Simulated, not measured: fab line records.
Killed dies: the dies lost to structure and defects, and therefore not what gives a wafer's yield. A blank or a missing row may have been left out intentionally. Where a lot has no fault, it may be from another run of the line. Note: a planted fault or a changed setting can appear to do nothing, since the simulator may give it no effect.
Lot-split experiment + flow berkeley-cmos170 + on a route of 331 steps: 5 lots, 23 wafers read

## THE SPLIT ITSELF
At UCB170_PWELL_CVD_05 (deposits Si3N4 from SiH2Cl2/NH3, target thk 220 nm, time 3300 s), the setting sih2cl2-flow-sccm was moved away from the recipe's 25 sccm on 20 of the 23 wafers read, by -12.3% to +10.8%. The other wafers ran this setting at the recipe's value.

Split to reading: the file shows no intervening step.

## THE READING
PWELL_NITRIDE_THK, in nm, at UCB170_PWELL_THK_MEAS_06. Typical for fault-free wafers on this fab line: 219.8 nm, with standard deviation 2 nm.

| wafer  | tool, chamber at the split | sih2cl2-flow-sccm as run, sccm | against the recipe | PWELL_NITRIDE_THK, nm | against lot-mates on the recipe |
|--------|----------------------------|--------------------------------|--------------------|-----------------------|---------------------------------|
| L075.1 | lpcvd-01, 1                | 25                             | recipe             | 220.2                 | -                               |
| L075.3 | lpcvd-01, 1                | 25                             | recipe             | 218.9                 | -                               |
| L075.6 | lpcvd-01, 1                | 25                             | recipe             | 220.4                 | -                               |
| L078.1 | -, -                       | 27.7                           | +10.8%             | 226.7                 | no lot-mate on the recipe       |
| L078.3 | -, -                       | 27.7                           | +10.8%             | 225.8                 | no lot-mate on the recipe       |
| L078.4 | -, -                       | 27.7                           | +10.8%             | 228.0                 | no lot-mate on the recipe       |
| L078.5 | -, -                       | 27.7                           | +10.8%             | 227.1                 | no lot-mate on the recipe       |
| L078.6 | -, -                       | 27.7                           | +10.8%             | 226.4                 | no lot-mate on the recipe       |
| L080.1 | -, -                       | 22.13                          | -11.5%             | 214.0                 | no lot-mate on the recipe       |
| L080.2 | -, -                       | 22.13                          | -11.5%             | 213.9                 | no lot-mate on the recipe       |
| L080.3 | -, -                       | 22.13                          | -11.5%             | 213.2                 | no lot-mate on the recipe       |
| L080.4 | -, -                       | 22.13                          | -11.5%             | 212.7                 | no lot-mate on the recipe       |
| L080.6 | -, -                       | 22.13                          | -11.5%             | 212.4                 | no lot-mate on the recipe       |
| L081.1 | -, -                       | 21.92                          | -12.3%             | 212.8                 | no lot-mate on the recipe       |
| L081.3 | -, -                       | 21.92                          | -12.3%             | 211.7                 | no lot-mate on the recipe       |
| L081.4 | -, -                       | 21.92                          | -12.3%             | 212.3                 | no lot-mate on the recipe       |
| L081.5 | -, -                       | 21.92                          | -12.3%             | 211.6                 | no lot-mate on the recipe       |
| L081.6 | -, -                       | 21.92                          | -12.3%             | 212.4                 | no lot-mate on the recipe       |
| L084.1 | -, -                       | 26.95                          | +7.8%              | 222.5                 | no lot-mate on the recipe       |
| L084.2 | -, -                       | 26.95                          | +7.8%              | 225.7                 | no lot-mate on the recipe       |
| L084.3 | -, -                       | 26.95                          | +7.8%              | 224.3                 | no lot-mate on the recipe       |
| L084.4 | -, -                       | 26.95                          | +7.8%              | 223.9                 | no lot-mate on the recipe       |
| L084.6 | -, -                       | 26.95                          | +7.8%              | 223.2                 | no lot-mate on the recipe       |

FIT RESULTS
A straight line over all 23 wafers: PWELL_NITRIDE_THK changes by +0.601 nm for each +1% of sih2cl2-flow-sccm; r = +0.99; the points scatter about the line by 0.89 nm.
Too few moved wafers with a lot-mate on the recipe to fit a line net of each lot's own level.

## THE WHOLE CHAIN: every reading that the file lists as answering this split, in the file's order
| step                     | what it does                                                               | reading                                                                       | change (the file's fit)               | r (the file's) |
|--------------------------|----------------------------------------------------------------------------|-------------------------------------------------------------------------------|---------------------------------------|----------------|
| UCB170_PWELL_CVD_05      | deposits Si3N4 from SiH2Cl2/NH3, target thk 220 nm, time 3300 s            | Si3N4_of_PWELL_CVD_05.thk-nm (the simulator's own value, which no gauge read) | +0.603 nm for each +1% of the setting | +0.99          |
| UCB170_PWELL_THK_MEAS_06 |                                                                            | PWELL_NITRIDE_THK                                                             | +0.601 for each +1% of the setting    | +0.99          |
| UCB170_PWELL_ETCH_14     | etches Si3N4 in CH3F/Ar/O2, stops on SiO2, target depth 242 nm, time 151 s | etch.depth-nm (the simulator's own value, which no gauge read)                | +0.597 nm for each +1% of the setting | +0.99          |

## FILE'S OWN FIT
PWELL_NITRIDE_THK changes by +0.601 nm for each +1% of sih2cl2-flow-sccm, r = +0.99.
